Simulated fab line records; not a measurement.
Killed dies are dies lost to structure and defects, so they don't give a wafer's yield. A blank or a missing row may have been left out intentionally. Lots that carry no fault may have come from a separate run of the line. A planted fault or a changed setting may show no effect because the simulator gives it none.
Code-filled problem report in 8D (eight disciplines) form || flow berkeleyCmos170 || the parts of the form that need people (team, actions taken, sign-off) are left out

== 1. PROBLEM STATEMENT ==
Mean of spikeTcCentreC at UCB170_M1_ANNEAL_14: 361.9 C across 9 wafers in 3 lots; on wafers with no fault it is 401.9 C (standard deviation 0.96). That is -42 standard deviations from the usual mean.
The step: time 1200 s.
First seen on wafer L251.1, day 10 13:50, on furnace-03. At this step, 21 wafers from 7 lots have a number in the record. Rule for "out" (also "out of limits"): further than 4 standard deviations from the usual mean. All remaining wafers that have a number are taken as sound.

== 2. WHAT IT IS, AND WHAT IT ISN'T ==
{"question": "which readings at this step", "is": "spikeTcCentreC, spikeTcLoadC, spikeTcSourceC, zonePowerCentrePct, zonePowerLoadPct, zonePowerSourcePct", "is not": "-"}
{"question": "which lots", "is": "L251, L252, L253", "is not": "L242, L245, L248, L249"}
{"question": "which wafers of those lots", "is": "all that have a number", "is not": "-"}
{"question": "read on which tools", "is": "furnace-03", "is not": "-"}
{"question": "when", "is": "from day 10 13:50", "is not": "up to then (12 sound wafers)"}

== 3. WHAT RULES OUT EACH SUSPECT ==
Counting: a tool at a process step up to the reading stays a suspect if it ran every lot that is out and no sound lot after the first of them.
- furnace-03 at UCB170_M1_ANNEAL_14 (time 1200 s): kept. It processed each lot that is out, first L251 at day 10 13:50, and no sound lot thereafter; up to then, the last sound lot it processed was L248 at day 10 05:56. Its own readings are out on those wafers: spikeTcCentreC, spikeTcLoadC, spikeTcSourceC, zonePowerCentrePct, zonePowerLoadPct, zonePowerSourcePct.
After counting, what remains is furnace-03 at UCB170_M1_ANNEAL_14.

== 4. THE CAUSE (what the simulator had put in) ==
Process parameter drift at UCB170_M1_ANNEAL_14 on furnace-03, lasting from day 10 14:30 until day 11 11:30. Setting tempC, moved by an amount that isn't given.
The count eliminated every tool but this one.

== 5. SEQUENCE OF EFFECTS, ordered by route ==
One row per reading whose mean, taken over the struck wafers that have a number, lies over 3 standard deviations from the usual. Only readings for which the record gives a usual standard deviation are gone through. hours: the time from each lot's start at the first step in this table that gives one to its start at this step, as a median over the lots. sigmas: the change in usual standard deviations.
{"hours": 0, "step": "UCB170_M1_ANNEAL_14", "reading": "spikeTcCentreC", "usual": "401.9 C", "on struck wafers": 361.9, "change": -40.0, "sigmas": -42}
{"hours": 0, "step": "UCB170_M1_ANNEAL_14", "reading": "spikeTcLoadC", "usual": "416.2 C", "on struck wafers": 375.5, "change": -40.7, "sigmas": -41}
{"hours": 0, "step": "UCB170_M1_ANNEAL_14", "reading": "spikeTcSourceC", "usual": "415.8 C", "on struck wafers": 375.8, "change": -40.0, "sigmas": -40}
{"hours": 0, "step": "UCB170_M1_ANNEAL_14", "reading": "zonePowerCentrePct", "usual": "18.29 %", "on struck wafers": 16.36, "change": -1.93, "sigmas": -11}
{"hours": 0, "step": "UCB170_M1_ANNEAL_14", "reading": "zonePowerLoadPct", "usual": "5.24 %", "on struck wafers": 4.53, "change": -0.71, "sigmas": -13}
{"hours": 0, "step": "UCB170_M1_ANNEAL_14", "reading": "zonePowerSourcePct", "usual": "6.98 %", "on struck wafers": 6.03, "change": -0.95, "sigmas": -14}
It contains these process steps:
- UCB170_M1_ANNEAL_14: time 1200 s.

== 6. HOW IT WOULD HAVE BEEN CAUGHT EARLIER ==
In this record the first reading out of limits was taken at day 10 13:50.
